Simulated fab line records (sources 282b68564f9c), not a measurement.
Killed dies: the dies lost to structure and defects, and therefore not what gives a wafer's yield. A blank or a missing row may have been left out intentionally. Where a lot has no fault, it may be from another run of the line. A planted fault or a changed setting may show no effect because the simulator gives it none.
fab line records    flow rit_cmos
[record] lots = 13  wafers = 39  last_day = 7
route steps=202 shown GATE@95
lots with no fault: from the same line, run without faults
start_h: hours from the record's opening day to when the first of the lot's shown wafers began    wait_h: hours elapsed since this lot's preceding step    " as in the row above    L1.1+2: a single row standing in for several wafers    - no value, or no start given    * or withheld: withheld    < > ~ a bound
route shown NAME@n: NAME is a module with steps in the file, n the number in the route of the first one    usual: mean and standard deviation over wafers with no fault    same: alike in all rows    chamber/n: place in a boat    sites: the reading at each site    _std_site: the standard deviation of these    _edge_site: mean of outer sites minus mean of inner sites    radius_mm: how far each site lies from the wafer's centre    mask NAME#n: copy n    behind: the last tool/chamber to shape the wafer    hold: cause of the lot's hold/its duration in hours/its outcome    device: the n, p or np transistor that did not switch    end of line: the same wafers' tests at the end of the route    where a step has no rows: the recipe by itself    killed: at the first sort, the dies lost to defects and structure; wafer yield is something else    map: shows each die of a wafer: x if killed, . if not, _ if none is there
set.NAME: the setting as run; set.NAME@STEP: as run at that earlier step    model.NAME: the simulator's own value behind a step, which no gauge read
steps of the route over a sample of lots; a table a step, a row a wafer
services: from which hour (start_h, from the record's first day; less than 0 if before it) a tool's chamber was out of use, for how many hours, and why
[[steps]]
[step RIT_GATE_ETCH_19]
[recipe] chemistry = SF6/CHF3/O2  time_s = 165  SF6_flow_sccm = 30  CHF3_flow_sccm = 30  O2_flow_sccm = 5  target = poly-Si  pressure_mtorr = 40  rf_w = 160  target_depth_a = 3125  over_etch_frac = 0.25  stop_on = SiO2
[usual] drypump_motor_current_A = 5.5/0.54  oes_product_au = 0.849/0.014  run_length_s = 193.5/0.42  throttle_valve_pct = 10.26/0.15
[same] over_etch_frac = 0.25
lot.wafer  tool       chamber  start_h  wait_h  drypump_motor_current_A  oes_product_au  rf_hours_counter_h  run_length_s  throttle_valve_pct
L508.3     rie_si-01  2        35.95    0.1     5.6                      0.856           140                 193.5         10.25
L508.4     "          0        "        "       6.5                      0.854           82                  192.8         10.37
L508.6     "          0        "        "       6.6                      0.852           -                   192.7         10.37
L510.1     rie_si-01  0        47.07    0.1     6.6                      0.861           82                  192.7         10.38
L510.2     "          3        "        "       5.6                      0.860           41                  193.1         10.48
L510.3     "          1        "        "       5.8                      0.840           157                 192.7         10.42
L512.1     rie_si-01  1        57.56    0.1     5.8                      0.828           157                 193.3         10.43
L512.4     "          2        "        "       5.6                      0.869           140                 193.3         10.25
L512.6     "          3        "        "       5.6                      0.865           -                   193.2         10.46
L513.2     rie_si-02  2        61.52    0.1     5.0                      0.846           77                  193.3         10.05
L513.4     "          0        "        "       6.1                      0.825           66                  194.1         10.07
L513.5     "          1        "        "       4.9                      0.853           -                   194.1         10.30
L514.1     rie_si-01  3        66.29    0.1     5.6                      0.856           42                  192.9         10.44
L514.2     "          0        "        "       6.5                      0.864           82                  193.2         10.38
L514.6     "          2        "        "       5.7                      0.862           -                   193.7         10.26
L515.2     rie_si-02  0        72.09    0.1     6.1                      0.827           66                  193.8         10.07
L515.4     "          2        "        "       5.0                      0.858           77                  193.3         10.07
L515.5     "          1        "        "       4.9                      0.852           -                   193.4         10.30
L516.3     rie_si-01  3        77.59    0.1     5.6                      0.863           42                  193.2         10.46
L516.5     "          2        "        "       5.7                      0.869           -                   194.0         10.26
L516.6     "          3        "        "       5.6                      0.865           -                   193.2         10.46
L520.2     rie_si-01  2        97.04    0.1     5.7                      0.727           140                 239.5         10.28
L520.4     "          2        "        "       5.7                      0.735           -                   239.5         10.26
L520.6     "          3        "        "       5.6                      0.864           -                   192.9         10.46
L524.3     rie_si-02  2        116.98   0.1     5.0                      0.842           77                  193.3         10.07
L524.4     "          0        "        "       6.1                      0.809           66                  193.7         10.08
L524.6     "          3        "        "       5.3                      0.826           -                   193.9         10.38
L525.2     rie_si-02  1        121.36   0.1     4.9                      0.839           2                   193.4         10.31
L525.5     "          1        "        "       4.9                      0.851           -                   193.4         10.30
L525.6     "          0        "        "       6.1                      0.827           -                   193.8         10.08
L526.3     rie_si-02  1        127.07   0.1     4.9                      0.856           2                   193.4         10.28
L526.5     "          1        "        "       4.9                      0.846           -                   193.4         10.30
L526.6     "          0        "        "       6.1                      0.826           -                   194.0         10.05
L529.2     rie_si-02  3        141.87   0.1     5.3                      0.841           101                 194.1         10.37
L529.3     "          2        "        "       5.0                      0.856           78                  193.5         10.07
L529.6     "          1        "        "       4.9                      0.863           -                   193.6         10.32
L531.1     rie_si-02  0        151.10   0.1     6.1                      0.831           67                  193.7         10.07
L531.2     "          3        "        "       5.3                      0.854           101                 193.6         10.35
L531.3     "          2        "        "       5.0                      0.853           78                  193.6         10.07
[[services]]
tool       chamber  start_h  hours  kind
rie_si-02  3        40.15    11.3   repair
rie_si-01  1        78.40    -      clean
rie_si-01  1        78.40    29.2   scheduled_down
rie_si-01  1        78.40    29.2   vent_cycle
rie_si-02  -        86.24    0.4    repair
rie_si-01  -        116.28   28.1   pm
rie_si-01  2        148.16   5.4    repair
[[key]]
[first_sign] step = RIT_GATE_ETCH_19  reading = run_length_s  direction = up  sigmas = 99+  usual = *  struck = *
[effect] step = RIT_GATE_ETCH_19  reading = oes_product_au  direction = down  sigmas = 8.5  usual = 0.849  struck = 0.731
met_at RIT_GATE_ETCH_19
struck_lots L520
struck_wafers L520.2,L520.4
tester_left_out L520
onset_between 77.59 97.04
[fault] kind = process_parameter_drift  tool = rie_si-01  chamber = 2  onset_h = 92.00  steps = RIT_GATE_ETCH_19  channel = time_s  offset = *  shape = step  end_h = 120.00  stated = *
// tester_left_out: of these lots the tester's yield and bins aren't shown, on N5 and GAA mostly nor the transistor test; their killed dies are dies lost to structure and defects alone, not to doping, threshold or leakage, so they don't give the yield
